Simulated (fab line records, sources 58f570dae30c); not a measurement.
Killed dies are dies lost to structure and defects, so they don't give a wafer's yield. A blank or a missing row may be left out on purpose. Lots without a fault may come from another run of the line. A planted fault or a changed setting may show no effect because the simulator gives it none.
Which tool did it? | flow berkeley_cmos170 | 13 lots, 39 wafers sampled, at 2 steps of a route of 331

WHAT THE GAUGES READ, wafer by wafer
UCB170_M3_CD_MEAS_90: target cd 700 nm. Usual: cd_nm 698.7 nm, standard deviation 2.1.
lot  | measured     | on        | cd_nm (nm)        | flag
L719 | day 9 03:36  | cd_sem-02 | 698.5 696.3 697.4 |
L718 | day 9 04:26  | cd_sem-02 | 693.5 697.5 693.6 |
L717 | day 9 05:19  | cd_sem-01 | 701.4 701.1 699.1 |
L720 | day 9 22:59  | cd_sem-02 | 701.0 698.2 702.5 |
L722 | day 10 01:19 | cd_sem-01 | 701.2 697.7 701.2 |
L729 | day 11 01:25 | cd_sem-02 | 692.2 695.8 696.6 |
L732 | day 11 22:58 | cd_sem-01 | 700.7 700.4 697.8 |
L731 | day 12 00:22 | cd_sem-01 | 697.5 700.8 695.9 |
L733 | day 12 01:50 | cd_sem-02 | 699.2 700.7 701.7 |
L735 | day 12 11:14 | cd_sem-02 | 698.3 697.6 695.5 |
L736 | day 13 03:17 | cd_sem-01 | 697.9 696.9 699.6 |
L739 | day 13 04:42 | cd_sem-02 | 699.7 701.0 695.4 |
L737 | day 13 05:04 | cd_sem-01 | 698.9 703.1 698.7 |

WHICH TOOL RAN EACH LOT (tool, then ch and the chambers of the sampled wafers, then the start)
lot  | UCB170_M3_ETCH_17
L719 | rie_diel-04 ch 1,2, day 9 03:16
L718 | rie_diel-04 ch 0,2,3, day 9 04:06
L717 | rie_diel-01 ch 0,1, day 9 04:58
L720 | rie_diel-04 ch 0,1,2, day 9 22:39
L722 | rie_diel-04 ch 0,2,3, day 10 00:58
L729 | rie_diel-04 ch 0,1,3, day 11 01:05
L732 | rie_diel-03 ch 0,1, day 11 22:38
L731 | rie_diel-01 ch 0,1, day 12 00:00
L733 | rie_diel-03 ch 0,1,3, day 12 01:31
L735 | rie_diel-03 ch 1,3, day 12 10:40
L736 | rie_diel-01 ch 0,1,2, day 13 02:57
L739 | rie_diel-01 ch 1,3, day 13 04:21
L737 | rie_diel-03 ch 0,2,3, day 13 04:41
- UCB170_M3_ETCH_17: etches BARC in N2/H2.

WHAT THE TOOLS THEMSELVES READ (means of the sampled wafers that have a number; where no wafer has one, the mark that the record gives instead)
UCB170_M3_ETCH_17. Usual: drypump_motor_current_A 5.8 A, standard deviation 0.34; oes_product_au 1.001 a.u., standard deviation 0.019; throttle_valve_pct 13.33 %, standard deviation 0.21.
lot  | tool        | drypump_motor_current_A (A) | oes_product_au (a.u.) | throttle_valve_pct (%) | flag
L719 | rie_diel-04 | 5.8                         | 1.016                 | 13.52                  |
L718 | rie_diel-04 | 6.0                         | 0.995                 | 13.35                  |
L717 | rie_diel-01 | 5.4                         | 0.987                 | 13.50                  |
L720 | rie_diel-04 | 6.0                         | 0.995                 | 13.43                  |
L722 | rie_diel-04 | 6.0                         | 0.991                 | 13.34                  |
L729 | rie_diel-04 | 5.7                         | 1.087                 | 13.54                  | OFF
L732 | rie_diel-03 | 5.9                         | 0.992                 | 13.07                  |
L731 | rie_diel-01 | 5.8                         | 0.993                 | 13.44                  |
L733 | rie_diel-03 | 5.8                         | 1.013                 | 13.18                  |
L735 | rie_diel-03 | 5.8                         | 1.015                 | 13.31                  |
L736 | rie_diel-01 | 5.5                         | 1.000                 | 13.44                  |
L739 | rie_diel-01 | 5.9                         | 0.996                 | 13.39                  |
L737 | rie_diel-03 | 5.9                         | 1.002                 | 13.23                  |

THE ANSWER, worked out from the rows above alone
Rule: a lot is off if the mean of its wafers that have a number lies more than 3 standard deviations from the usual mean. A lot without any number at a reading at which 4 lots or more have one is off too. The other lots that the step has rows for count as sound. The gauges are gone through in route order, then the tools' own readings, and for those a lot's mean is taken as printed above. The first step at which some lot is off is used, and at that step the reading that is off furthest; a lot without a number counts as furthest.
Off: L729, at UCB170_M3_ETCH_17 (oes_product_au).
A tool fits if, at that step or a process step before it, it ran every lot that is off, and no sound lot after the first of them. One fits: rie_diel-04 at UCB170_M3_ETCH_17. Its last sound lot is L722 (day 10 00:58), its first lot that is off L729 (day 11 01:05): a fault that began between those two fits.
The tool's own readings at UCB170_M3_ETCH_17 bear it out: on the lots that are off they differ by more than 5 times the standard deviation of the sound lots' means. oes_product_au reads 1.087 a.u. there against 1.000 a.u. on the sound lots.

WHAT THE SIMULATOR HAD PUT IN
Process parameter drift: rie_diel-04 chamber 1, from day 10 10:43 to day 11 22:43, at UCB170_M3_ETCH_17. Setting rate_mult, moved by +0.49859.
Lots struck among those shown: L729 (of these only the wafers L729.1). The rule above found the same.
